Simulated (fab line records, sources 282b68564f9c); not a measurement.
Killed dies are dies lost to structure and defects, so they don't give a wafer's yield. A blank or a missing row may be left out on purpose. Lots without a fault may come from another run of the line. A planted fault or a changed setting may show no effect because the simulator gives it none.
Split-lot experiment | flow rit_cmos | 5 lots, 23 wafers read, on a route of 202 steps

THE SPLIT
At RIT_ACTIVE_COAT_06 (resist thk 1000 nm), the setting resist_thk_nm was moved away from the recipe's 1000 nm on 8 of the 23 wafers read, by -4.7% to +4.0%. The other wafers ran this setting at the recipe's value.

FROM THE SPLIT TO THE READING: what the file shows between them, 8 steps
- RIT_ACTIVE_SOFTBAKE_07: time 60 s
- RIT_ACTIVE_EXPOSE_08: exposes mask M1, target cd 1400 nm
- RIT_ACTIVE_PEB_09
- RIT_ACTIVE_DEVELOP_10: develop time 50 s
- RIT_ACTIVE_CD_MEAS_11: target cd 1400 nm
- RIT_ACTIVE_HARDBAKE_12: time 60 s
- RIT_ACTIVE_ETCH_13: etches Si3N4 in SF6, stops on SiO2, time 210 s, target depth 210 nm (also split here: pressure_mtorr)
- RIT_ACTIVE_STRIP_14: strips in O2, time 180 s

THE READING
cd_nm, in nm, at RIT_ACTIVE_CD_MEAS_90 (target cd 1400 nm). Fault-free wafers of this fab line usually give 1400.5 nm, standard deviation 1.9 nm.

wafer  | tool, chamber at the split | resist_thk_nm as run, nm | against the recipe | cd_nm, nm | against lot-mates on the recipe
L075.1 | litho_track-02, 0          | 1000                     | recipe             | 1402.1    | -
L075.3 | litho_track-02, 0          | 1000                     | recipe             | 1404.8    | -
L075.6 | litho_track-02, 0          | 1000                     | recipe             | 1402.9    | -
L078.1 | litho_track-03, 0          | 1040                     | +4.0%              | 1404.1    | +3.4
L078.2 | litho_track-03, 0          | 1040                     | +4.0%              | 1404.8    | +4.1
L078.4 | litho_track-03, 0          | 1000                     | recipe             | 1400.9    | -
L078.5 | litho_track-03, 0          | 1000                     | recipe             | 1399.7    | -
L078.6 | litho_track-03, 0          | 1000                     | recipe             | 1401.4    | -
L080.1 | litho_track-01, 0          | 953.4                    | -4.7%              | 1395.8    | -3.5
L080.2 | litho_track-01, 0          | 953.4                    | -4.7%              | 1395.2    | -4.0
L080.3 | litho_track-01, 0          | 953.4                    | -4.7%              | 1394.0    | -5.2
L080.4 | litho_track-01, 0          | 1000                     | recipe             | 1400.0    | -
L080.6 | litho_track-01, 0          | 1000                     | recipe             | 1398.5    | -
L084.2 | litho_track-03, 0          | 1000                     | recipe             | 1398.5    | -
L084.3 | litho_track-03, 0          | 960.9                    | -3.9%              | 1396.2    | -3.6
L084.4 | litho_track-03, 0          | 960.9                    | -3.9%              | 1395.4    | -4.4
L084.5 | litho_track-03, 0          | 1000                     | recipe             | 1401.1    | -
L084.6 | litho_track-03, 0          | 960.9                    | -3.9%              | 1396.2    | -3.6
L085.1 | litho_track-01, 0          | 1000                     | recipe             | 1397.9    | -
L085.3 | litho_track-01, 0          | 1000                     | recipe             | 1396.4    | -
L085.4 | litho_track-01, 0          | 1000                     | recipe             | 1397.4    | -
L085.5 | litho_track-01, 0          | 1000                     | recipe             | 1398.1    | -
L085.6 | litho_track-01, 0          | 1000                     | recipe             | 1397.0    | -

THE FIT
A straight line over all 23 wafers: cd_nm changes by +1.06 nm for each +1% of resist_thk_nm; r = +0.80; the points scatter about the line by 2 nm.
The same after taking each lot's own level away (the mean of its wafers on the recipe; 23 wafers): +0.944 nm for each +1%; r = +0.94; scatter 0.82 nm.
On that fit, the largest move of resist_thk_nm shifts the reading by 4.4 nm.
The lots' own levels span 1397.36 to 1403.27 nm, that is 3.1 times the standard deviation above.
So the lot-to-lot level blurs the effect unless lot-mates are compared.
Check: with one of the wafers moved furthest among these (-4.7%) left out of the fit, the line predicts -4.58 nm for it against its lot-mates. It came out at -3.45 nm against them.

OTHER SPLITS ON THESE WAFERS
These wafers also went through other splits before the reading. Each is held against what the fit with the lots' levels taken away leaves over:
other split on the same wafers    | wafers away from the commonest value | r with cd_nm (lot level and that fit taken away)
RIT_ACTIVE_CVD_03 pressure_mtorr  | 15                                   | +0.08
RIT_ACTIVE_ETCH_13 pressure_mtorr | 15                                   | -0.06

THE WHOLE CHAIN: every reading that the file lists as answering this split, in the file's order
step                   | what it does                                                        | reading                                                                           | change (the file's fit)               | r (the file's)
RIT_ACTIVE_COAT_06     | resist thk 1000 nm                                                  | NOVOLAK_of_ACTIVE_COAT_06.thk_nm (the simulator's own value, which no gauge read) | +9.9 nm for each +1% of the setting   | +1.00
RIT_ACTIVE_CD_MEAS_11  | target cd 1400 nm                                                   | cd_nm                                                                             | +0.9 nm for each +1% of the setting   | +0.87
RIT_ACTIVE_HARDBAKE_12 | time 60 s                                                           | NOVOLAK_of_ACTIVE_COAT_06.thk_nm (the simulator's own value, which no gauge read) | +8.65 nm for each +1% of the setting  | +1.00
RIT_ACTIVE_ETCH_13     | etches Si3N4 in SF6, stops on SiO2, time 210 s, target depth 210 nm | NOVOLAK_of_ACTIVE_COAT_06.thk_nm (the simulator's own value, which no gauge read) | +8.33 nm for each +1% of the setting  | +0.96
RIT_ACTIVE_CD_MEAS_90  | target cd 1400 nm                                                   | cd_nm                                                                             | +0.945 nm for each +1% of the setting | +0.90

THE FILE'S OWN FIT
cd_nm changes by +0.945 nm for each +1% of resist_thk_nm, r = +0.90.
